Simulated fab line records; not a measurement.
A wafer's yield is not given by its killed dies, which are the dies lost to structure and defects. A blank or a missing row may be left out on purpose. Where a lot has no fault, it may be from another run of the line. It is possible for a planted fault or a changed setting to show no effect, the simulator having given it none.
Which tool is to blame? -- flow berkeleyCmos170 -- 15 lots, 45 wafers sampled, at 5 steps of a route of 331

## WHAT THE GAUGES SHOWED, per wafer
UCB170_GATE_THK_MEAS_05.
lot,measured,on,GATE_POLY_THK (nm)
L273,day 7 02:19,filmMetro-03,212.9 211.9 213.2
L277,day 7 15:10,filmMetro-02,213.5 213.3 210.0
L275,day 7 15:14,filmMetro-02,213.4 213.5 214.8
L276,day 7 15:14,filmMetro-04,213.5 212.6 211.6
L274,day 7 15:14,filmMetro-03,212.7 213.0 212.2
L279,day 8 10:10,filmMetro-04,213.6 211.9 212.7
L281,day 8 10:13,filmMetro-02,212.5 210.6 211.7
L283,day 8 23:18,filmMetro-02,215.5 216.9 215.6
L282,day 8 23:20,filmMetro-03,210.4 212.9 213.8
L284,day 9 09:47,filmMetro-04,214.8 215.3 215.5
L286,day 9 21:49,filmMetro-04,215.5 215.6 216.1
L289,day 10 17:03,filmMetro-04,218.2 218.2 217.4
L292,day 11 07:29,filmMetro-04,213.6 212.9 213.9
L294,day 11 07:32,filmMetro-04,212.7 212.6 213.4
L295,day 11 15:20,filmMetro-04,212.3 213.6 213.3

UCB170_NLDD_CD_MEAS_06: the cd target is 1200 nm.
lot,measured,on,cdNm (nm)
L273,day 7 07:07,cdSem-01,1199.3 1199.8 1198.9
L277,day 7 23:34,cdSem-02,1197.3 1198.4 1198.1
L275,day 8 00:02,cdSem-02,1198.7 1199.6 1199.6
L276,day 8 00:11,cdSem-01,1199.2 1200.5 1200.8
L274,day 7 23:50,cdSem-01,1200.6 1200.6 1199.9
L279,day 8 15:28,cdSem-02,1201.2 1200.7 1200.6
L281,day 8 15:43,cdSem-01,1199.7 1197.9 1200.4
L283,day 9 07:25,cdSem-01,1200.3 1198.8 1199.9
L282,day 9 08:01,cdSem-01,1202.6 1201.4 1202.2
L284,day 9 14:47,cdSem-02,1202.4 1202.9 1202.3
L286,day 10 02:35,cdSem-02,1197.9 1199.1 1198.8
L289,day 10 22:22,cdSem-02,1199.1 1200.4 1199.7
L292,day 11 13:18,cdSem-02,1201.0 1199.8 1200.6
L294,day 11 13:34,cdSem-02,1199.9 1200.7 1200.1
L295,day 11 21:04,cdSem-02,1199.5 1199.3 1199.4

UCB170_NLDD_OVL_MEAS_07.
lot,measured,on,NLDD_OVL (nm)
L273,day 7 07:14,overlay-02,-7 -7 1
L277,day 7 23:41,overlay-01,1 2 4
L275,day 8 00:10,overlay-01,-4 -9 -9
L276,day 8 00:17,overlay-02,-4 5 4
L274,day 7 23:56,overlay-02,2 -1 4
L279,day 8 15:35,overlay-01,3 7 8
L281,day 8 15:50,overlay-02,0 4 2
L283,day 9 07:32,overlay-01,-13 -8 0
L282,day 9 08:05,overlay-02,-6 -4 0
L284,day 9 14:55,overlay-01,-7 -8 -4
L286,day 10 02:43,overlay-02,9 9 4
L289,day 10 22:27,overlay-01,2 3 10
L292,day 11 13:25,overlay-02,-10 -2 -3
L294,day 11 13:41,overlay-02,4 10 6
L295,day 11 21:11,overlay-02,2 9 -1

UCB170_PSD_OVL_MEAS_07.
lot,measured,on,PSD_OVL (nm)
L273,day 7 15:32,overlay-02,1 0 9
L277,day 8 08:40,overlay-01,-12 -5 -2
L275,day 8 08:55,overlay-02,0 6 10
L276,day 8 09:02,overlay-01,-1 2 6
L274,day 8 08:35,overlay-02,-4 -12 -5
L279,day 9 00:02,overlay-02,2 -3 1
L281,day 9 00:28,overlay-02,-4 -4 1
L283,day 9 19:07,overlay-01,0 -5 2
L282,day 9 19:25,overlay-01,-5 1 6
L284,day 9 19:14,overlay-02,1 -1 4
L286,day 10 09:46,overlay-02,8 -5 0
L289,day 11 08:08,overlay-02,-143 -155 -147
L292,day 11 22:30,overlay-02,-3 0 -7
L294,day 11 22:38,overlay-02,-161 -169 -170
L295,day 12 03:59,overlay-01,-161 -158 -161

## TOOL THAT RAN EACH LOT (tool first, then ch and the chambers of the sampled wafers, then the start)
lot,UCB170_PSD_EXPOSE_03
L273,"krfScanner-02 ch 0, day 7 14:56"
L277,"krfScanner-02 ch 0, day 8 08:09"
L275,"krfScanner-01 ch 0, day 8 08:23"
L276,"krfScanner-01 ch 0, day 8 08:32"
L274,"krfScanner-01 ch 0, day 8 07:57"
L279,"krfScanner-02 ch 0, day 8 23:19"
L281,"krfScanner-02 ch 0, day 8 23:26"
L283,"krfScanner-02 ch 0, day 9 18:36"
L282,"krfScanner-02 ch 0, day 9 18:54"
L284,"krfScanner-02 ch 0, day 9 18:43"
L286,"krfScanner-01 ch 0, day 10 09:16"
L289,"krfScanner-02 ch 0, day 11 07:26"
L292,"krfScanner-01 ch 0, day 11 21:26"
L294,"krfScanner-02 ch 0, day 11 21:40"
L295,"krfScanner-02 ch 0, day 12 03:29"
- UCB170_PSD_EXPOSE_03: exposes mask PSELECT MOD, target cd 1200 nm.

## WHAT THE TOOLS THEMSELVES READ (means of the sampled wafers that have a number; where no wafer has one, the mark that the record gives instead)
UCB170_PSD_EXPOSE_03.
lot,tool,reticleTempC (C)
L273,krfScanner-02,23.03
L277,krfScanner-02,22.95
L275,krfScanner-01,23.07
L276,krfScanner-01,22.97
L274,krfScanner-01,22.93
L279,krfScanner-02,22.95
L281,krfScanner-02,23.05
L283,krfScanner-02,23.03
L282,krfScanner-02,22.96
L284,krfScanner-02,23.14
L286,krfScanner-01,22.96
L289,krfScanner-02,23.06
L292,krfScanner-01,23.08
L294,krfScanner-02,23.09
L295,krfScanner-02,22.97

## THE ANSWER, worked out from the rows above alone
Rule: what is usual is taken from the lots themselves. The widest of any qualifying gaps counts: lots, ordered by their means at a reading, are off when they make up no more than a third of the lots, leave a main group of 4 or more, and stand apart from it by 3 or more times the standard deviation of that group's means. If all means in a main group match to the digits the tables above print for the reading, that group is not used. A lot without any number at a reading at which 4 lots or more have one is off too. All remaining lots with rows at the step are treated as sound. Order of review: gauges by route order, followed by the tools' own readings, for which a lot's mean as printed above is used. At the first step where some lot is off, the reading lying furthest off is the one used; lots without a number count as furthest.
Off: at UCB170_PSD_OVL_MEAS_07 (PSD_OVL), L289, L294, L295. Mean -0 nm and standard deviation 3.6 in the main group.
If a tool, at a process step before that reading, ran all the lots that are off and no sound lot after the first of them, it fits. The gauges at UCB170_PSD_OVL_MEAS_07 are tried like those tools. One fits: UCB170_PSD_EXPOSE_03 on krfScanner-02. A fault onset in the window from L282 (day 9 18:54, its last sound lot) to L289 (day 11 07:26, its first lot off) fits.

## WHAT HAD BEEN PUT IN BY THE SIMULATOR
Scanner matching overlay: krfScanner-02, from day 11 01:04 on, at UCB170_PSD_EXPOSE_03. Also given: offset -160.
Lots struck among those shown: L289, L294, L295. The rule above reached the same finding.
